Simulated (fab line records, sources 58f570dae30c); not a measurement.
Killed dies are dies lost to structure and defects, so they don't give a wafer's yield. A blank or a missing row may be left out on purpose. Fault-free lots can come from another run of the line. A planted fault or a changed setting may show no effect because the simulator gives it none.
Which of the tools did it? | flow berkeley-cmos170 | 42 wafers from 14 lots sampled at 5 of the route's 331 steps

== WHAT THE GAUGES SHOWED, per wafer ==
UCB170_GATE_THK_MEAS_02. Usual: GATE_OXIDE_THK 6.57 nm, standard deviation 0.1.
lot  | measured     | on            | GATE_OXIDE_THK (nm) | flag
L376 | day 6 22:46  | film-metro-04 | 6.52 6.53 6.45      |
L377 | day 7 10:38  | film-metro-02 | 6.65 6.57 6.66      |
L379 | day 7 10:39  | film-metro-04 | 6.60 6.69 6.60      |
L380 | day 8 00:05  | film-metro-03 | 6.60 6.69 6.51      |
L383 | day 8 04:31  | film-metro-03 | 6.43 6.37 6.48      |
L385 | day 8 21:38  | film-metro-04 | 6.69 6.63 6.60      |
L387 | day 8 21:39  | film-metro-02 | 6.60 6.66 6.66      |
L388 | day 8 21:41  | film-metro-03 | 6.59 6.58 6.47      |
L389 | day 8 21:41  | film-metro-02 | 6.73 6.62 6.72      |
L390 | day 9 14:01  | film-metro-02 | 6.56 6.45 6.57      |
L391 | day 9 14:01  | film-metro-04 | 6.53 6.65 6.67      |
L392 | day 9 14:01  | film-metro-03 | 6.61 6.51 6.64      |
L396 | day 10 21:42 | film-metro-02 | 6.60 6.67 6.56      |
L399 | day 11 12:59 | film-metro-04 | 6.67 6.69 6.67      |

UCB170_NLDD_OVL_MEAS_07. Usual: NLDD_OVL 4 nm, standard deviation 5.7.
lot  | measured     | on         | NLDD_OVL (nm) | flag
L376 | day 7 13:14  | overlay-02 | 7 5 -2        |
L377 | day 7 23:18  | overlay-02 | -2 -14 1      |
L379 | day 7 23:35  | overlay-02 | 4 6 4         |
L380 | day 8 15:39  | overlay-01 | 6 15 9        |
L383 | day 8 16:17  | overlay-02 | 8 2 6         |
L385 | day 9 10:46  | overlay-02 | -5 -2 -2      |
L387 | day 9 13:36  | overlay-02 | 9 10 5        |
L388 | day 9 13:13  | overlay-02 | 10 5 4        |
L389 | day 9 13:43  | overlay-02 | 10 9 8        |
L390 | day 10 11:17 | overlay-02 | -1 3 13       |
L391 | day 10 11:32 | overlay-02 | -3 -1 3       |
L392 | day 10 11:34 | overlay-02 | -8 11 0       |
L396 | day 11 14:23 | overlay-01 | 3 -2 -3       |
L399 | day 12 01:42 | overlay-01 | 0 3 -5        |

UCB170_NSD_CD_MEAS_06: target cd 1200 nm. Usual: 1199.9 nm for cd-nm, sd 1.1.
lot  | measured     | on        | cd-nm (nm)           | flag
L376 | day 7 21:56  | cd-sem-02 | 1202.0 1201.6 1200.8 |
L377 | day 8 09:17  | cd-sem-01 | 1198.9 1200.7 1200.4 |
L379 | day 8 09:35  | cd-sem-02 | 1199.8 1200.5 1199.8 |
L380 | day 9 00:55  | cd-sem-02 | 1199.2 1199.4 1199.3 |
L383 | day 9 04:23  | cd-sem-02 | 1201.4 1199.7 1199.8 |
L385 | day 9 23:08  | cd-sem-01 | 1199.9 1199.4 1201.0 |
L387 | day 10 00:20 | cd-sem-02 | 1204.0 1203.9 1203.3 | OFF
L388 | day 9 23:29  | cd-sem-01 | 1199.2 1199.0 1199.5 |
L389 | day 9 23:45  | cd-sem-01 | 1199.2 1201.0 1199.2 |
L390 | day 10 21:02 | cd-sem-02 | 1205.1 1205.4 1204.1 | OFF
L391 | day 10 21:19 | cd-sem-01 | 1201.2 1200.0 1201.3 |
L392 | day 10 21:09 | cd-sem-02 | 1200.3 1200.0 1198.4 |
L396 | day 11 23:09 | cd-sem-02 | 1200.1 1199.6 1200.3 |
L399 | day 12 13:01 | cd-sem-02 | 1201.1 1200.5 1199.8 |

UCB170_NSD_TW_MEAS_10. Usual: NSD_TW 4162, standard deviation 39.
lot  | measured     | on            | NSD_TW         | flag
L376 | day 7 22:21  | film-metro-04 | 4125 4136 4132 |
L377 | day 8 09:41  | film-metro-02 | 4226 4216 4233 |
L379 | day 8 09:59  | film-metro-04 | 4163 4164 4178 |
L380 | day 9 01:22  | film-metro-01 | 4163 4194 4164 |
L383 | day 9 04:48  | film-metro-04 | 4118 4126 4116 |
L385 | day 9 23:32  | film-metro-04 | 4111 4090 4121 |
L387 | day 10 00:44 | film-metro-02 | 4209 4215 4213 |
L388 | day 9 23:53  | film-metro-04 | 4106 4109 4124 |
L389 | day 10 00:10 | film-metro-01 | 4164 4161 4158 |
L390 | day 10 21:25 | film-metro-01 | 4211 4195 4190 |
L391 | day 10 21:46 | film-metro-04 | 4126 4151 4142 |
L392 | day 10 21:32 | film-metro-04 | 4110 4119 4139 |
L396 | day 11 23:34 | film-metro-04 | 4122 4092 4131 |
L399 | day 12 13:25 | film-metro-01 | 4198 4196 4202 |

== WHAT TOOL EACH LOT RAN ON (gives the tool, then ch and the chambers of the sampled wafers, and finally the start) ==
lot  | UCB170_NSD_PEB_04
L376 | litho-track-03 ch 0, day 7 21:40
L377 | litho-track-01 ch 0, day 8 09:00
L379 | litho-track-04 ch 0, day 8 09:19
L380 | litho-track-04 ch 0, day 9 00:38
L383 | litho-track-01 ch 0, day 9 04:07
L385 | litho-track-01 ch 0, day 9 22:52
L387 | litho-track-04 ch 0, day 10 00:05
L388 | litho-track-04 ch 0, day 9 23:12
L389 | litho-track-04 ch 0, day 9 23:29
L390 | litho-track-04 ch 0, day 10 20:46
L391 | litho-track-03 ch 0, day 10 21:02
L392 | litho-track-01 ch 0, day 10 20:49
L396 | litho-track-03 ch 0, day 11 22:53
L399 | litho-track-01 ch 0, day 12 12:44
- UCB170_NSD_PEB_04

== WHAT THE TOOLS THEMSELVES READ (means of the sampled wafers that have a number; where no wafer has one, the mark that the record gives instead) ==
UCB170_NSD_PEB_04. Usual: exhaust-pa 44.8 Pa, standard deviation 0.97; heater-power-total-W 56.80 W, standard deviation 0.044.
lot  | tool           | exhaust-pa (Pa) | heater-power-total-W (W) | flag
L376 | litho-track-03 | 45.3            | 56.80                    |
L377 | litho-track-01 | 45.5            | 56.78                    |
L379 | litho-track-04 | 44.4            | 56.78                    |
L380 | litho-track-04 | 45.3            | 56.79                    |
L383 | litho-track-01 | 44.8            | 56.77                    |
L385 | litho-track-01 | 45.7            | 56.79                    |
L387 | litho-track-04 | 44.7            | 56.78                    |
L388 | litho-track-04 | 44.9            | 56.82                    |
L389 | litho-track-04 | 43.6            | 56.80                    |
L390 | litho-track-04 | 45.3            | 56.78                    |
L391 | litho-track-03 | 45.4            | 56.82                    |
L392 | litho-track-01 | 44.3            | 56.73                    |
L396 | litho-track-03 | 43.9            | 56.82                    |
L399 | litho-track-01 | 45.0            | 56.83                    |

== THE ANSWER, worked out from the rows above alone ==
Rule: lot off if the mean of its wafers having a number is beyond 3 standard deviations from the usual mean. A lot without any number at a reading at which 4 lots or more have one is off too. All remaining lots with rows at the step are treated as sound. Order of review: gauges by route order, followed by the tools' own readings, for which a lot's mean as printed above is used. At the first step where some lot is off, the reading lying furthest off is the one used; lots without a number count as furthest.
Off at UCB170_NSD_CD_MEAS_06 (cd-nm): L387, L390.
If a tool, at a process step before that reading, ran all the lots that are off and no sound lot after the first of them, it fits. Gauges at UCB170_NSD_CD_MEAS_06: tried the same way as those tools. One fits: UCB170_NSD_PEB_04 on litho-track-04. A fault onset in the window from L389 (day 9 23:29, its last sound lot) to L387 (day 10 00:05, its first lot off) fits.

== WHAT WAS PUT IN BY THE SIMULATOR ==
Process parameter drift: litho-track-04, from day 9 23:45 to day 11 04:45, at UCB170_NSD_PEB_04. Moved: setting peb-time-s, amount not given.
Struck lots among those shown: L387, L390. Same finding as the rule above.
